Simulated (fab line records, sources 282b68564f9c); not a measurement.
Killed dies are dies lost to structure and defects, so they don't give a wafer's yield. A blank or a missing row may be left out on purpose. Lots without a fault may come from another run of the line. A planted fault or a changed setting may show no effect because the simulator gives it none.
Problem report in the 8D (eight disciplines) form, filled by code | flow rit_cmos | the parts of the form that need people (team, actions taken, sign-off) are left out

1. THE PROBLEM
SPACER_NITRIDE_THK at RIT_SPACER_THK_MEAS_04 reads a mean of 235.3 nm on 6 wafers of 2 lots; wafers without a fault read 249.8 nm with a standard deviation of 2.1. That is -6.9 standard deviations from the usual mean.
First seen on wafer L176.2, day 6 13:11, on film_metro-02. The record holds 42 wafers of 14 lots with a number at this step. Rule for "out", or "out of limits": more than 4 standard deviations from the usual mean. The other wafers with a number count as sound.

2. WHAT IT IS AND WHAT IT IS NOT
question                    | is                           | is not
which readings at this step | SPACER_NITRIDE_THK           | -
which lots                  | L176, L177                   | L160, L161, L162, L163, L164, L165, L166, L172, L175, L178, L179, L181
which wafers of those lots  | all that have a number       | -
read on which gauges        | film_metro-02, film_metro-03 | film_metro-01
when                        | from day 6 13:11             | up to then (27 sound wafers); but 9 sound wafers of L178, L179, L181 came after

3. SUSPECTS, AND WHAT RULES EACH OUT
Counting: a tool at a process step up to the reading stays a suspect if it ran every lot that is out and no sound lot after the first of them.
- the gauge at RIT_SPACER_THK_MEAS_04: ruled out. The wafers that are out were read on 2 gauges (film_metro-02, film_metro-03).
- lpcvd-02 at RIT_SPACER_CVD_03 (deposits Si3N4 from SiH2Cl2/NH3, target thk 250 nm, time 3300 s): kept. It ran every lot that is out, first L176 (day 6 10:18), and no sound lot after that; its last sound lot up to then is L165 (day 4 02:31). Its own readings are out on those wafers: pressure_mtorr.
Left after counting: lpcvd-02 at RIT_SPACER_CVD_03.

4. THE CAUSE (what the simulator had put in)
Process parameter drift: lpcvd-02, from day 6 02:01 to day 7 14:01, at RIT_SPACER_CVD_03. Setting pressure_mtorr, moved by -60, from 300. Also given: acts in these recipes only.
Counting left only this tool.

5. THE CHAIN OF EFFECTS, in route order
Each row: a reading whose mean over the struck wafers that have a number lies more than 3 standard deviations from the usual. Only readings for which the record gives a usual standard deviation are gone through. hours: the time from each lot's start at the first step in this table that gives one to its start at this step, as a median over the lots. sigmas: the change in usual standard deviations.
hours | step                   | reading            | usual       | on struck wafers | change | sigmas
0     | RIT_SPACER_CVD_03      | pressure_mtorr     | 300.1 mTorr | 240.6            | -59.6  | -90
2     | RIT_SPACER_THK_MEAS_04 | SPACER_NITRIDE_THK | 249.8 nm    | 235.3            | -14.5  | -6.9
2     | RIT_SPACER_ETCHBACK_05 | oes_product_au     | 0.850 a.u.  | 0.813            | -0.037 | -3.1
The process steps in it:
- RIT_SPACER_CVD_03: deposits Si3N4 from SiH2Cl2/NH3, target thk 250 nm, time 3300 s.
- RIT_SPACER_ETCHBACK_05: etches Si3N4 in SF6/CHF3, stops on SiO2, target depth 250 nm, time 240 s.

6. WHAT WOULD HAVE CAUGHT IT SOONER
In this record the first reading out of limits at a measuring or inspecting step was taken at day 6 13:11, 11 hours after the fault began at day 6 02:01.
The tool's own readings at RIT_SPACER_CVD_03 were out on every struck wafer that the step has a row for (pressure_mtorr): an alarm limit on them would have fired on the first of those.
Of the lots that are out (2), L177 began RIT_SPACER_CVD_03 on lpcvd-02 after day 6 13:11. A hold on the tool at that time would have spared it.
